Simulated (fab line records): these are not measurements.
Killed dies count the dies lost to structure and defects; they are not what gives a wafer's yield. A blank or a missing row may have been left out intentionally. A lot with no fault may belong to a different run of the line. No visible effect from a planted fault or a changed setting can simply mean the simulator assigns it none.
fab line records	flow berkeley_cmos170
record lots=5	wafers=23
route steps=331 shown START@3 NWELL@21 PWELL@39 ACTIVE@62 PFIELD@86 SACOX@98 PLDD@146 NLDD@167
start_h: the number of hours between the record's first day and the start of the first shown wafer of the lot	wait_h: hours since the lot's step before	" as in the row above	L1.1+2: several wafers, shown together as one row	- no value, or no start given	* or withheld: withheld	< > ~ a bound
route shown NAME@n: NAME is a module with steps in the file, n the number in the route of the first one	usual: average and standard deviation across the fault-free wafers	same: alike in all rows	chamber/n: place in a boat	sites: the reading at each site	_std_site: the standard deviation of these	_edge_site: mean of outer sites minus mean of inner sites	radius_mm: for every site, how far away it sits from the centre of the wafer	mask NAME#n: copy n	behind: the last tool/chamber to shape the wafer	hold: reason for holding the lot/hours on hold/outcome of the hold	device: transistor that didn't switch, given as n, p or np	end of line: the route-end tests of the same wafers	where a step has no rows: the recipe by itself	killed: dies lost to structure and defects at the first sort, not the wafer's yield	map: a wafer's dies, x killed, . not, _ none there
set.NAME: the setting the step ran with; set.NAME@STEP: the setting that earlier step ran with	model.NAME: the simulator's own value behind a step, which no gauge read
lots whose settings were changed on purpose; a table a step, a row a wafer
## steps
# step UCB170_START_OXIDATION_02
# recipe temp_c=950	ambient=O2	target_thk_a=200	ox_time_s=1800
lot.wafer	tool	chamber	start_h	wait_h	set.temp_c	model.SiO2_of_START_OXIDATION_02.thk_nm
L074.1	-	-	-	3.9	962.3	22.94
L074.2	"	-	"	"	962.3	23.15
L074.4+5	"	-	"	"	962.3	23.2
L074.6	"	-	"	"	962.3	23.18
L076.1	-	-	-	4.4	950	20.24
L076.2	"	-	"	"	950	20.4
L076.3	"	-	"	"	950	20.41
L076.4	"	-	"	"	950	20.89
L076.6	"	-	"	"	950	20.44
L081.1	-	-	-	0.9	964.9	23.31
L081.2	"	-	"	"	964.9	23.63
L081.3	"	-	"	"	964.9	23.57
L081.5+6	"	-	"	"	964.9	23.66
L082.1	furnace-03	0	51.82	1.5	950	20.63
L082.2	"	0	"	"	950	20.5
L082.4	"	0	"	"	950	20.44
L084.1+6	-	-	-	2.0	960.1	22.86
L084.3	"	-	"	"	960.1	22.54
L084.4	"	-	"	"	960.1	22.65
L084.5	"	-	"	"	960.1	22.51
# step UCB170_START_THK_MEAS_03
# recipe reads=SiO2_of_START_OXIDATION_02
# usual START_OXIDE_THK=20.1/0.37
lot.wafer	tool	chamber	start_h	wait_h	set.temp_c@START_OXIDATION_02	START_OXIDE_THK[nm]
L074.1	film_metro-03	-	-	-	962.3	22.9
L074.2	"	-	"	"	962.3	23.2
L074.4	"	-	"	"	962.3	23.2
L074.5	"	-	"	"	962.3	23.2
L074.6	"	-	"	"	962.3	23.2
L076.1	film_metro-01	-	-	-	950	20.2
L076.2	"	-	"	"	950	20.4
L076.3	"	-	"	"	950	20.4
L076.4	"	-	"	"	950	20.9
L076.6	"	-	"	"	950	20.4
L081.1	film_metro-01	-	-	-	964.9	23.2
L081.2	"	-	"	"	964.9	23.6
L081.3	"	-	"	"	964.9	23.6
L081.5	"	-	"	"	964.9	23.7
L081.6	"	-	"	"	964.9	23.7
L082.1	film_metro-01	-	53.32	0.0	950	20.6
L082.2	"	-	"	"	950	20.5
L082.4	"	-	"	"	950	20.4
L084.1	film_metro-03	-	-	-	960.1	22.9
L084.3	"	-	"	"	960.1	22.5
L084.4	"	-	"	"	960.1	22.6
L084.5	"	-	"	"	960.1	22.5
L084.6	"	-	"	"	960.1	22.9
# step UCB170_NWELL_COAT_07
# recipe resist=KrF	spin_rpm=1500	resist_thk_nm=900
lot.wafer	tool	chamber	start_h	wait_h	set.spin_rpm	model.KrF_of_NWELL_COAT_07.thk_nm
L074.1	litho_track-01	0	37.04	0.1	1388	934.7
L074.2	"	0	"	"	1388	935.3
L074.4	"	0	"	"	1500	898.7
L074.5	"	0	"	"	1388	934.4
L074.6	"	0	"	"	1500	899
L076.1	litho_track-02	0	44.61	0.1	1500	898.6
L076.2	"	0	"	"	1601	870.9
L076.3	"	0	"	"	1601	865.7
L076.4	"	0	"	"	1500	900.5
L076.6	"	0	"	"	1500	901.5
L081.1+5	litho_track-03	0	62.26	0.1	1500	898.2
L081.2	"	0	"	"	1500	899.7
L081.3	"	0	"	"	1500	899.5
L081.6	"	0	"	"	1500	896.6
L082.1	litho_track-03	0	66.69	0.1	1500	902.3
L082.2	"	0	"	"	1500	903.5
L082.4	"	0	"	"	1500	901.1
L084.1	litho_track-01	0	77.33	0.1	1500	894.9
L084.3	"	0	"	"	1500	896.1
L084.4	"	0	"	"	1568	877.6
L084.5	"	0	"	"	1568	875.7
L084.6	"	0	"	"	1568	876.1
# step UCB170_NWELL_SOFTBAKE_08
# recipe resist=KrF	temp_c=130	time_s=60
# step UCB170_NWELL_EXPOSE_09
# recipe mask_id=NWELL	target_cd_nm=3000	na=0.5	sigma_outer=0.6	source_shape=conventional	dose_mj=25
# step UCB170_NWELL_DEVELOP_11
# recipe developer=TMAH	develop_time_s=45	resist=KrF	dev_temp_c=21
# step UCB170_NWELL_ETCH_13
# recipe chemistry=CH3F/Ar/O2	target=Si3N4	stop_on=SiO2	CH3F_flow_sccm=20	Ar_flow_sccm=50	O2_flow_sccm=7	pressure_mtorr=50	rf_w=450	target_depth_a=2464	over_etch_frac=0.1	time_s=154
lot.wafer	tool	chamber	start_h	wait_h	set.spin_rpm@NWELL_COAT_07	model.KrF_of_NWELL_COAT_07.thk_nm
L074.1	rie_diel-02	2	37.93	0.0	1388	761.2
L074.2	"	1	"	"	1388	751.3
L074.4	"	3	"	"	1500	716.7
L074.5	"	3	"	"	1388	753.3
L074.6	"	0	"	"	1500	724.1
L076.1+6	rie_diel-04	2,0	45.95	0.0	1500	723.8
L076.2	"	3	"	"	1601	699
L076.3	"	0	"	"	1601	685.1
L076.4	"	1	"	"	1500	719
L081.1	rie_diel-04	0	63.55	0.0	1500	718.3
L081.2	"	2	"	"	1500	725.3
L081.3	"	1	"	"	1500	716.8
L081.5	"	0	"	"	1500	715.9
L081.6	"	3	"	"	1500	724.1
L082.1	rie_diel-02	3	67.54	0.0	1500	721.1
L082.2+4	"	0,2	"	"	1500	726.3
L084.1	rie_diel-03	2	78.49	0.0	1500	715.7
L084.3	"	1	"	"	1500	709.4
L084.4	"	3	"	"	1568	690.9
L084.5	"	0	"	"	1568	702
L084.6	"	1	"	"	1568	687.2
# step UCB170_NWELL_IMPLANT_14
# recipe species=P	dose_cm2=1e+13	energy_kev=150	tilt_deg=7
lot.wafer	tool	chamber	start_h	wait_h	set.dose_cm2
L074.1+2+4+5+6	implanter-02	0	38.03	0.1	1e+13
L076.1+2+4	implanter-04	0	46.05	0.1	1e+13
L076.3+6	"	0	"	"	1.072e+13
L081.1+3	implanter-02	0	63.66	0.1	9.796e+12
L081.2+5+6	"	0	"	"	1e+13
L082.1+2+4	implanter-04	0	67.64	0.1	1e+13
L084.1+3+4	implanter-02	0	78.59	0.1	1e+13
L084.5+6	"	0	"	"	9.614e+12
# step UCB170_NWELL_STRIP_15
# recipe chemistry=O2	power_w=400	pressure_mtorr=3500	platen_temp_c=withheld	o2_flow_sccm=400	overash_fraction=0.5
# usual strip_time_to_endpoint_s=17.97/0.15
lot.wafer	tool	chamber	start_h	wait_h	set.spin_rpm@NWELL_COAT_07	strip_time_to_endpoint_s
L074.1	plasma_asher-03	1	38.18	0.1	1388	18.95
L074.2	"	0	"	"	1388	18.72
L074.4	"	1	"	"	1500	17.90
L074.5	"	0	"	"	1388	18.77
L074.6	"	1	"	"	1500	18.08
L076.1	plasma_asher-01	0	46.20	0.1	1500	18.07
L076.2	"	1	"	"	1601	17.48
L076.3	"	0	"	"	1601	17.13
L076.4	"	1	"	"	1500	17.94
L076.6	"	1	"	"	1500	18.06
L081.1	plasma_asher-03	1	63.81	0.1	1500	17.93
L081.2	"	0	"	"	1500	18.12
L081.3	"	0	"	"	1500	17.91
L081.5	"	0	"	"	1500	17.89
L081.6	"	1	"	"	1500	18.07
L082.1	plasma_asher-01	0	67.79	0.1	1500	18.00
L082.2	"	1	"	"	1500	18.13
L082.4	"	0	"	"	1500	18.12
L084.1	plasma_asher-01	1	78.74	0.1	1500	17.87
L084.3	"	1	"	"	1500	17.74
L084.4	"	0	"	"	1568	17.28
L084.5	"	0	"	"	1568	17.56
L084.6	"	1	"	"	1568	17.18
# step UCB170_NWELL_TW_MEAS_16
# usual NWELL_TW=1238/8.2
lot.wafer	tool	chamber	start_h	wait_h	set.dose_cm2@NWELL_IMPLANT_14	NWELL_TW
L074.1	film_metro-04	-	38.28	0.1	1e+13	1224
L074.2	"	-	"	"	1e+13	1230
L074.4	"	-	"	"	1e+13	1230
L074.5	"	-	"	"	1e+13	1229
L074.6	"	-	"	"	1e+13	1231
L076.1	film_metro-02	-	46.30	0.1	1e+13	1249
L076.2	"	-	"	"	1e+13	1242
L076.3	"	-	"	"	1.072e+13	1284
L076.4	"	-	"	"	1e+13	1249
L076.6	"	-	"	"	1.072e+13	1275
L081.1	film_metro-02	-	63.91	0.1	9.796e+12	1238
L081.2	"	-	"	"	1e+13	1249
L081.3	"	-	"	"	9.796e+12	1237
L081.5	"	-	"	"	1e+13	1249
L081.6	"	-	"	"	1e+13	1251
L082.1	film_metro-04	-	67.89	0.1	1e+13	1229
L082.2	"	-	"	"	1e+13	1229
L082.4	"	-	"	"	1e+13	1225
L084.1	film_metro-04	-	78.84	0.1	1e+13	1236
L084.3	"	-	"	"	1e+13	1237
L084.4	"	-	"	"	1e+13	1240
L084.5	"	-	"	"	9.614e+12	1219
L084.6	"	-	"	"	9.614e+12	1215
# step UCB170_PWELL_CVD_05
# recipe material=Si3N4	target_thk_nm=220	temp_c=800	precursor=SiH2Cl2/NH3	time_s=3300	pressure_mtorr=200	sih2cl2_flow_sccm=25	nh3_flow_sccm=75
lot.wafer	tool	chamber	start_h	wait_h	set.sih2cl2_flow_sccm	model.Si3N4_of_PWELL_CVD_05.thk_nm
L074.1	-	-	-	0.0	25	220.4
L074.2+6	"	-	"	"	25	221.4
L074.4	"	-	"	"	25	219.6
L074.5	"	-	"	"	25	221.5
L076.1	-	-	-	1.2	28.59	225.8
L076.2	"	-	"	"	28.59	227.4
L076.3	"	-	"	"	28.59	228.2
L076.4	"	-	"	"	28.59	228.1
L076.6	"	-	"	"	28.59	228.7
L081.1	-	-	-	1.0	25	216.8
L081.2	"	-	"	"	25	217.4
L081.3	"	-	"	"	25	217.1
L081.5	"	-	"	"	25	216.3
L081.6	"	-	"	"	25	218.8
L082.1	lpcvd-01	1	82.56	0.0	25	220.3
L082.2	"	1	"	"	25	218.7
L082.4	"	1	"	"	25	220.6
L084.1+4	-	-	-	0.5	27.73	225.3
L084.3	"	-	"	"	27.73	227.6
L084.5	"	-	"	"	27.73	224.8
L084.6	"	-	"	"	27.73	226.6
# step UCB170_ACTIVE_OXIDATION_02
# recipe temp_c=1000	ambient=O2	target_thk_a=264	ox_time_s=1260
lot.wafer	tool	chamber	start_h	wait_h	set.ox_time_s	model.SiO2_of_ACTIVE_OXIDATION_02.thk_nm
L074.1	-	-	-	2.7	1161	25.69
L074.2	"	-	"	"	1161	25.98
L074.4	"	-	"	"	1161	25.75
L074.5	"	-	"	"	1161	26
L074.6	"	-	"	"	1161	25.88
L076.1	-	-	-	1.2	1180	26.41
L076.2	"	-	"	"	1180	26.34
L076.3	"	-	"	"	1180	26.01
L076.4	"	-	"	"	1180	26.18
L076.6	"	-	"	"	1180	25.82
L081.1	-	-	-	0.4	1073	24.47
L081.2	"	-	"	"	1073	23.96
L081.3	"	-	"	"	1073	24.03
L081.5	"	-	"	"	1073	23.87
L081.6	"	-	"	"	1073	24.08
L082.1	furnace-01	0	104.68	3.9	1260	27.6
L082.2	"	0	"	"	1260	27.73
L082.4	"	0	"	"	1260	27.79
L084.1+3	-	-	-	0.1	1123	25.23
L084.4	"	-	"	"	1123	25.44
L084.5	"	-	"	"	1123	25.41
L084.6	"	-	"	"	1123	25.21
# step UCB170_ACTIVE_THK_MEAS_03
# recipe reads=SiO2_of_ACTIVE_OXIDATION_02
# usual ACTIVE_OXIDE_THK=26.7/0.58
lot.wafer	tool	chamber	start_h	wait_h	set.ox_time_s@ACTIVE_OXIDATION_02	ACTIVE_OXIDE_THK[nm]
L074.1	film_metro-01	-	-	-	1161	25.7
L074.2	"	-	"	"	1161	26.0
L074.4	"	-	"	"	1161	25.8
L074.5	"	-	"	"	1161	26.0
L074.6	"	-	"	"	1161	25.8
L076.1	film_metro-01	-	-	-	1180	26.4
L076.2	"	-	"	"	1180	26.4
L076.3	"	-	"	"	1180	26.0
L076.4	"	-	"	"	1180	26.1
L076.6	"	-	"	"	1180	25.9
L081.1	film_metro-03	-	-	-	1073	24.5
L081.2	"	-	"	"	1073	24.0
L081.3	"	-	"	"	1073	24.0
L081.5	"	-	"	"	1073	23.8
L081.6	"	-	"	"	1073	24.1
L082.1	film_metro-01	-	106.03	0.0	1260	27.5
L082.2	"	-	"	"	1260	27.7
L082.4	"	-	"	"	1260	27.8
L084.1	film_metro-02	-	-	-	1123	25.3
L084.3	"	-	"	"	1123	25.2
L084.4	"	-	"	"	1123	25.4
L084.5	"	-	"	"	1123	25.5
L084.6	"	-	"	"	1123	25.2
# step UCB170_ACTIVE_PEB_11
# recipe peb_temp_c=130	peb_time_s=withheld	resist=KrF
lot.wafer	tool	chamber	start_h	wait_h	set.peb_temp_c
L074.1+5+6	litho_track-04	0	84.90	0.1	130
L074.2+4	"	0	"	"	128.9
L076.1+6	litho_track-04	0	96.47	0.2	130
L076.2+3+4	"	0	"	"	133.1
L081.1+2+3	litho_track-01	0	103.14	0.3	132.5
L081.5+6	"	0	"	"	130
L082.1+2+4	litho_track-01	0	113.56	0.5	130
L084.1+3+6	litho_track-02	0	113.59	0.3	132.9
L084.4+5	"	0	"	"	130
# step UCB170_ACTIVE_DEVELOP_12
# recipe developer=TMAH	develop_time_s=45	resist=KrF	dev_temp_c=21
# step UCB170_ACTIVE_CD_MEAS_13
# recipe target_cd_nm=1200
# usual cd_nm=1200.0/1.2
lot.wafer	tool	chamber	start_h	wait_h	set.peb_temp_c@ACTIVE_PEB_11	cd_nm
L074.1	cd_sem-02	-	85.18	-	130	1200.6
L074.2	"	-	"	"	128.9	1208.2
L074.4	"	-	"	"	128.9	1209.8
L074.5	"	-	"	"	130	1201.2
L074.6	"	-	"	"	130	1201.2
L076.1	cd_sem-01	-	96.75	-	130	1200.5
L076.2	"	-	"	"	133.1	1181.4
L076.3	"	-	"	"	133.1	1180.8
L076.4	"	-	"	"	133.1	1180.1
L076.6	"	-	"	"	130	1199.3
L081.1	cd_sem-02	-	103.42	-	132.5	1186.8
L081.2	"	-	"	"	132.5	1186.4
L081.3	"	-	"	"	132.5	1185.5
L081.5	"	-	"	"	130	1201.2
L081.6	"	-	"	"	130	1199.4
L082.1	cd_sem-01	-	113.83	-	130	1199.4
L082.2	"	-	"	"	130	1198.6
L082.4	"	-	"	"	130	1198.1
L084.1	cd_sem-02	-	113.87	-	132.9	1184.9
L084.3	"	-	"	"	132.9	1182.8
L084.4	"	-	"	"	130	1201.2
L084.5	"	-	"	"	130	1201.8
L084.6	"	-	"	"	132.9	1183.0
# step UCB170_ACTIVE_ETCH_15
# recipe chemistry=CH3F/Ar/O2	target=Si3N4	stop_on=SiO2	CH3F_flow_sccm=20	Ar_flow_sccm=50	O2_flow_sccm=7	pressure_mtorr=50	rf_w=450	target_depth_a=2420	over_etch_frac=0.1	time_s=151
lot.wafer	tool	chamber	start_h	wait_h	set.peb_temp_c@ACTIVE_PEB_11	model.ACTIVE.cd_nm
L074.1	rie_diel-01	3	85.33	0.0	130	1200
L074.2	"	1	"	"	128.9	1208
L074.4	"	2	"	"	128.9	1210
L074.5+6	"	3,0	"	"	130	1201
L076.1	rie_diel-04	1	96.90	0.0	130	1200
L076.2	"	2	"	"	133.1	1182
L076.3	"	3	"	"	133.1	1181
L076.4	"	0	"	"	133.1	1180
L076.6	"	1	"	"	130	1199
L081.1	rie_diel-04	2	103.57	0.0	132.5	1187
L081.2	"	0	"	"	132.5	1186
L081.3	"	1	"	"	132.5	1185
L081.5	"	2	"	"	130	1202
L081.6	"	3	"	"	130	1200
L082.1+2	rie_diel-02	3,2	113.99	0.0	130	1199
L082.4	"	1	"	"	130	1198
L084.1	rie_diel-04	0	114.03	0.0	132.9	1185
L084.3+6	"	2,1	"	"	132.9	1183
L084.4+5	"	1,0	"	"	130	1201
# step UCB170_ACTIVE_STRIP_16
# recipe chemistry=O2	power_w=400	pressure_mtorr=3500	platen_temp_c=withheld	o2_flow_sccm=400	overash_fraction=0.5
# step UCB170_ACTIVE_CD_MEAS_90
# recipe target_cd_nm=1200
# usual cd_nm=1200.0/1.3
lot.wafer	tool	chamber	start_h	wait_h	set.peb_temp_c@ACTIVE_PEB_11	cd_nm
L074.1	cd_sem-02	-	85.53	0.1	130	1200.3
L074.2	"	-	"	"	128.9	1208.3
L074.4	"	-	"	"	128.9	1209.6
L074.5	"	-	"	"	130	1201.4
L074.6	"	-	"	"	130	1201.0
L076.1	cd_sem-02	-	97.12	0.1	130	1199.7
L076.2	"	-	"	"	133.1	1181.7
L076.3	"	-	"	"	133.1	1181.2
L076.4	"	-	"	"	133.1	1180.2
L076.6	"	-	"	"	130	1198.6
L081.1	cd_sem-01	-	103.77	0.1	132.5	1187.3
L081.2	"	-	"	"	132.5	1186.3
L081.3	"	-	"	"	132.5	1185.0
L081.5	"	-	"	"	130	1201.2
L081.6	"	-	"	"	130	1200.1
L082.1	cd_sem-02	-	114.26	0.1	130	1199.2
L082.2	"	-	"	"	130	1199.0
L082.4	"	-	"	"	130	1198.5
L084.1	cd_sem-01	-	114.35	0.2	132.9	1184.5
L084.3	"	-	"	"	132.9	1182.8
L084.4	"	-	"	"	130	1201.1
L084.5	"	-	"	"	130	1201.5
L084.6	"	-	"	"	132.9	1183.0
# step UCB170_PFIELD_IMPLANT_07
# recipe species=B	dose_cm2=2e+13	energy_kev=80	tilt_deg=7
lot.wafer	tool	chamber	start_h	wait_h	set.energy_kev	model.implant.rp_nm	model.implant.drp_nm
L074.1+2+4+5+6	implanter-04	0	87.56	0.0	80	258.6	74.86
L076.1+2	implanter-03	0	99.87	0.0	80	260.7	74.86
L076.3+4+6	"	0	"	"	83.33	269.7	76.3
L081.1+2+5	implanter-03	0	105.09	0.0	81.4	270	75.47
L081.3+6	"	0	"	"	80	266.1	74.86
L084.1+3+4+5+6	implanter-03	0	116.94	0.0	80	266	74.86
L082.1+2+4	implanter-04	0	117.21	0.0	80	255.7	74.86
# step UCB170_SACOX_OXIDATION_01
# recipe temp_c=900	ambient=O2	target_thk_a=144	ox_time_s=2400
lot.wafer	tool	chamber	start_h	wait_h	set.ox_time_s	model.SiO2_of_SACOX_OXIDATION_01.thk_nm
L074.1	-	-	-	2.8	2052	13.33
L074.2	"	-	"	"	2052	13.27
L074.4	"	-	"	"	2052	13.34
L074.5	"	-	"	"	2052	13.35
L074.6	"	-	"	"	2052	13.2
L076.1	-	-	-	3.3	2400	14.91
L076.2	"	-	"	"	2400	14.95
L076.3	"	-	"	"	2400	14.71
L076.4	"	-	"	"	2400	14.98
L076.6	"	-	"	"	2400	14.83
L081.1	-	-	-	3.5	2270	13.46
L081.2	"	-	"	"	2270	13.26
L081.3	"	-	"	"	2270	13.45
L081.5	"	-	"	"	2270	13.44
L081.6	"	-	"	"	2270	13.51
L082.1	furnace-01	0	134.98	0.9	2400	14.64
L082.2	"	0	"	"	2400	14.72
L082.4	"	0	"	"	2400	14.7
L084.1	-	-	-	0.9	2560	15.41
L084.3	"	-	"	"	2560	15.42
L084.4	"	-	"	"	2560	15.25
L084.5	"	-	"	"	2560	15.31
L084.6	"	-	"	"	2560	15.52
# step UCB170_PLDD_COAT_01
# recipe resist=KrF	spin_rpm=1500	resist_thk_nm=900
lot.wafer	tool	chamber	start_h	wait_h	set.resist_thk_nm	model.KrF_of_PLDD_COAT_01.thk_nm
L074.1	litho_track-04	0	135.44	0.1	900	900.4
L074.2	"	0	"	"	900	899.7
L074.4	"	0	"	"	868.1	868.2
L074.5	"	0	"	"	868.1	868
L074.6	"	0	"	"	868.1	866.4
L076.1	litho_track-04	0	143.77	0.1	900	900
L076.2	"	0	"	"	880.9	879
L076.3	"	0	"	"	900	902
L076.4	"	0	"	"	880.9	880
L076.6	"	0	"	"	880.9	880.5
L081.1	litho_track-01	0	148.34	0.1	900	900.2
L081.2	"	0	"	"	934.4	930.9
L081.3	"	0	"	"	900	902.4
L081.5	"	0	"	"	934.4	932.3
L081.6	"	0	"	"	934.4	932.8
L082.1	litho_track-04	0	159.72	0.1	900	897.5
L082.2	"	0	"	"	900	897.8
L082.4	"	0	"	"	900	897
L084.1	litho_track-03	0	159.87	0.1	900	900.3
L084.3	"	0	"	"	900	904.1
L084.4	"	0	"	"	900	903
L084.5	"	0	"	"	900	903.7
L084.6	"	0	"	"	900	903.2
# step UCB170_PLDD_SOFTBAKE_02
# recipe resist=KrF	temp_c=130	time_s=60
# step UCB170_PLDD_EXPOSE_03
# recipe mask_id=PSELECT	na=0.5	sigma_outer=0.6	source_shape=conventional	target_cd_nm=1200	dose_mj=30
# step UCB170_PLDD_IMPLANT_08
# recipe species=BF2	dose_cm2=5e+13	energy_kev=10	tilt_deg=7	rotation_deg=0
# step UCB170_PLDD_IMPLANT_09
# recipe species=BF2	dose_cm2=5e+13	energy_kev=10	tilt_deg=7	rotation_deg=180
# step UCB170_PLDD_STRIP_10
# recipe chemistry=O2	power_w=400	pressure_mtorr=3500	platen_temp_c=withheld	o2_flow_sccm=400	overash_fraction=0.5
# usual strip_time_to_endpoint_s=21.60/0.053
lot.wafer	tool	chamber	start_h	wait_h	set.resist_thk_nm@PLDD_COAT_01	strip_time_to_endpoint_s
L074.1	plasma_asher-04	0	137.06	0.1	900	21.64
L074.2	"	1	"	"	900	21.63
L074.4	"	1	"	"	868.1	20.87
L074.5	"	1	"	"	868.1	20.87
L074.6	"	0	"	"	868.1	20.84
L076.1	plasma_asher-03	0	145.43	0.1	900	21.64
L076.2	"	1	"	"	880.9	21.13
L076.3	"	0	"	"	900	21.67
L076.4	"	1	"	"	880.9	21.15
L076.6	"	0	"	"	880.9	21.17
L081.1	plasma_asher-02	1	150.13	0.1	900	21.64
L081.2	"	0	"	"	934.4	22.36
L081.3	"	0	"	"	900	21.69
L081.5	"	0	"	"	934.4	22.39
L081.6	"	1	"	"	934.4	22.41
L082.1	plasma_asher-03	1	161.20	0.1	900	21.55
L082.2	"	0	"	"	900	21.56
L082.4	"	1	"	"	900	21.54
L084.1	plasma_asher-04	0	161.80	0.1	900	21.62
L084.3	"	1	"	"	900	21.72
L084.4	"	0	"	"	900	21.69
L084.5	"	1	"	"	900	21.72
L084.6	"	0	"	"	900	21.71
# step UCB170_NLDD_IMPLANT_09
# recipe species=As	dose_cm2=5e+13	energy_kev=30	tilt_deg=7	rotation_deg=180
lot.wafer	tool	chamber	start_h	wait_h	set.dose_cm2
L074.1+4	implanter-04	0	139.11	0.1	4.899e+13
L074.2+5+6	"	0	"	"	5e+13
L076.1+3+6	implanter-03	0	147.77	0.1	5e+13
L076.2+4	"	0	"	"	4.744e+13
L081.1+2+5	implanter-03	0	151.75	0.1	5e+13
L081.3+6	"	0	"	"	4.816e+13
L082.1+2+4	implanter-01	0	163.28	0.1	5e+13
L084.1+3+4+5+6	implanter-04	0	163.79	0.1	5e+13
## key
split step=UCB170_START_OXIDATION_02	setting=temp_c	stated=950	by=lot
response step=UCB170_START_OXIDATION_02	reading=model.SiO2_of_START_OXIDATION_02.thk_nm	change=+2	per=1%	r=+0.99
response step=UCB170_START_THK_MEAS_03	reading=START_OXIDE_THK	change=+2	per=1%	r=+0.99
split step=UCB170_NWELL_COAT_07	setting=spin_rpm	stated=1500	by=wafer
response step=UCB170_NWELL_COAT_07	reading=model.KrF_of_NWELL_COAT_07.thk_nm	change=-4.68	per=1%	r=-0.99
response step=UCB170_NWELL_ETCH_13	reading=model.KrF_of_NWELL_COAT_07.thk_nm	change=-4.53	per=1%	r=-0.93
response step=UCB170_NWELL_STRIP_15	reading=strip_time_to_endpoint_s	change=*	per=1%	r=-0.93
split step=UCB170_NWELL_IMPLANT_14	setting=dose_cm2	stated=1e+13	by=wafer
response step=UCB170_NWELL_TW_MEAS_16	reading=NWELL_TW	change=+4.77	per=1%	r=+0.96
split step=UCB170_PWELL_CVD_05	setting=sih2cl2_flow_sccm	stated=25	by=lot
response step=UCB170_PWELL_CVD_05	reading=model.Si3N4_of_PWELL_CVD_05.thk_nm	change=+0.592	per=1%	r=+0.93
split step=UCB170_ACTIVE_OXIDATION_02	setting=ox_time_s	stated=1260	by=lot
response step=UCB170_ACTIVE_OXIDATION_02	reading=model.SiO2_of_ACTIVE_OXIDATION_02.thk_nm	change=+0.239	per=1%	r=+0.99
response step=UCB170_ACTIVE_THK_MEAS_03	reading=ACTIVE_OXIDE_THK	change=+0.237	per=1%	r=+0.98
split step=UCB170_ACTIVE_PEB_11	setting=peb_temp_c	stated=130	by=wafer
response step=UCB170_ACTIVE_CD_MEAS_13	reading=cd_nm	change=-7.92	per=1%	r=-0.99
response step=UCB170_ACTIVE_ETCH_15	reading=model.ACTIVE.cd_nm	change=-7.8	per=1%	r=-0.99
response step=UCB170_ACTIVE_CD_MEAS_90	reading=cd_nm	change=-7.8	per=1%	r=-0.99
split step=UCB170_PFIELD_IMPLANT_07	setting=energy_kev	stated=80	by=wafer
response step=UCB170_PFIELD_IMPLANT_07	reading=model.implant.rp_nm	change=+2.17	per=1%	r=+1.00
response step=UCB170_PFIELD_IMPLANT_07	reading=model.implant.drp_nm	change=+0.347	per=1%	r=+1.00
split step=UCB170_SACOX_OXIDATION_01	setting=ox_time_s	stated=2400	by=lot
response step=UCB170_SACOX_OXIDATION_01	reading=model.SiO2_of_SACOX_OXIDATION_01.thk_nm	change=+0.108	per=1%	r=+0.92
split step=UCB170_PLDD_COAT_01	setting=resist_thk_nm	stated=900	by=wafer
response step=UCB170_PLDD_COAT_01	reading=model.KrF_of_PLDD_COAT_01.thk_nm	change=+8.76	per=1%	r=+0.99
response step=UCB170_PLDD_STRIP_10	reading=strip_time_to_endpoint_s	change=*	per=1%	r=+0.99
split step=UCB170_NLDD_IMPLANT_09	setting=dose_cm2	stated=5e+13	by=wafer
response none in this file
